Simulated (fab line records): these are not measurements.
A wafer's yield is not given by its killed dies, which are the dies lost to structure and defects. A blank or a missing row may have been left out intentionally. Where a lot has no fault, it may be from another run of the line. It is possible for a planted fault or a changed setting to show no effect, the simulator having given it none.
Comparing a struck lot with a sound one + flow rit cmos + 15 out of 202 route steps
Sound: these wafers, L239.2, L239.4, L239.5. Struck: wafer L248.4. (L248.1, L248.2 of the same lot were not struck and are left out.) The cause comes at the end.
At each step with rows: each side's tool, then ch and its chambers, then its first start. Under that, the readings that differ: sound wafers + struck wafers + difference of the means + sigmas: that difference in standard deviations of wafers without a fault.
alike: readings whose means differ by less than 2 such deviations, and words and numbers that are the same on both sides. not compared: withheld readings, readings that some wafer has no value for, bounds like >300 that may hide the same value, and numbers for which the record gives no deviation and whose values overlap.
Wherever a step has rows on one side only, a row that says differs or no value, or a row with sigmas, the two part there. Numbers that don't overlap but have no deviation are shown without sigmas and don't part them. A reading missing from all wafers of one side parts the sides only when that side holds two or more wafers.

RIT_GATE_THK_MEAS_07:
  sound: film metro-02 at day 3 18:16; struck: film metro-04 at day 5 07:11
  alike: GATE_OXIDE_THK
then, 1 step without rows for these wafers: RIT_GATE_CVD_08 (deposits poly-Si from SiH4, target thk 250 nm, time 2220 s).
RIT_GATE_THK_MEAS_09:
  sound: film metro-02 at day 3 19:56; struck: film metro-02 at day 5 08:52
  alike: GATE_POLY_THK
then, 6 steps without rows for these wafers: RIT_GATE_HMDS_10 (prime time 60 s); RIT_GATE_COAT_11 (resist thk 850 nm); RIT_GATE_SOFTBAKE_12 (time 60 s); RIT_GATE_EXPOSE_13 (exposes mask M6, target cd 150 nm); RIT_GATE_PEB_14; RIT_GATE_DEVELOP_15 (develop time 50 s).
RIT_GATE_CD_MEAS_16: target cd 150 nm.
  sound: cd sem-02 at day 3 20:59; struck: cd sem-01 at day 5 09:47
  alike: cd nm
RIT_GATE_OVL_MEAS_17:
  sound: overlay-02 at day 3 21:05; struck: overlay-01 at day 5 09:54
  alike: GATE_OVL
then, 1 step without rows for these wafers: RIT_GATE_HARDBAKE_18 (time 60 s).
RIT_GATE_ETCH_19: etches poly-Si in SF6/CHF3/O2, stops on SiO2, time 165 s, target depth 312.5 nm.
  sound on rie si-02 ch 0,2,3, day 3 21:16; struck on rie si-01 ch 0, day 5 10:05
| reading                                   | sound             | struck | difference | sigmas |
|-------------------------------------------|-------------------|--------|------------|--------|
| oes product au (a.u.)                     | 0.836 0.848 0.837 | 0.984  | +0.144     | +12    |
| model.NOVOLAK_of_GATE_COAT_11.thk nm (nm) | 672.3 671.3 671.4 | 688.7  | +17.0      |        |
  alike: drypump motor current A, throttle valve pct
  not compared: rf hours counter h
RIT_GATE_STRIP_20: strips in O2, time 180 s.
  sound on plasma asher-03 ch 0,1, day 3 21:23; struck on plasma asher-03 ch 0, day 5 10:11
  alike: drypump motor current A, rf refl power W
  not compared: rf hours counter h
RIT_M1_PROBE_99:
  sound: prober-02 at day 4 18:41; struck: prober-01 at day 6 07:38
| reading                                          | sound                         | struck                   | difference                   | sigmas |
|--------------------------------------------------|-------------------------------|--------------------------|------------------------------|--------|
| hold                                             | - - -                         | await dispo/5.1h/release | no value on the sound wafers |        |
| model.etest.poly comb over steps.leak log10 a um | -12.84 -12.56 -12.76          | -4.337                   | +8.383                       |        |
| model.etest.antenna poly.vt shift v (V)          | -0.007091 -0.009092 -0.006194 | -0.004106                | +0.003353                    |        |

== WHERE THEY PART ==
Last at RIT_M1_PROBE_99 as far as this record goes, first at RIT_GATE_ETCH_19.

WHY: whatever the simulator had introduced
rie si-01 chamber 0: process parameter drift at RIT_GATE_ETCH_19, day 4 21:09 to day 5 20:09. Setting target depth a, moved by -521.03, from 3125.
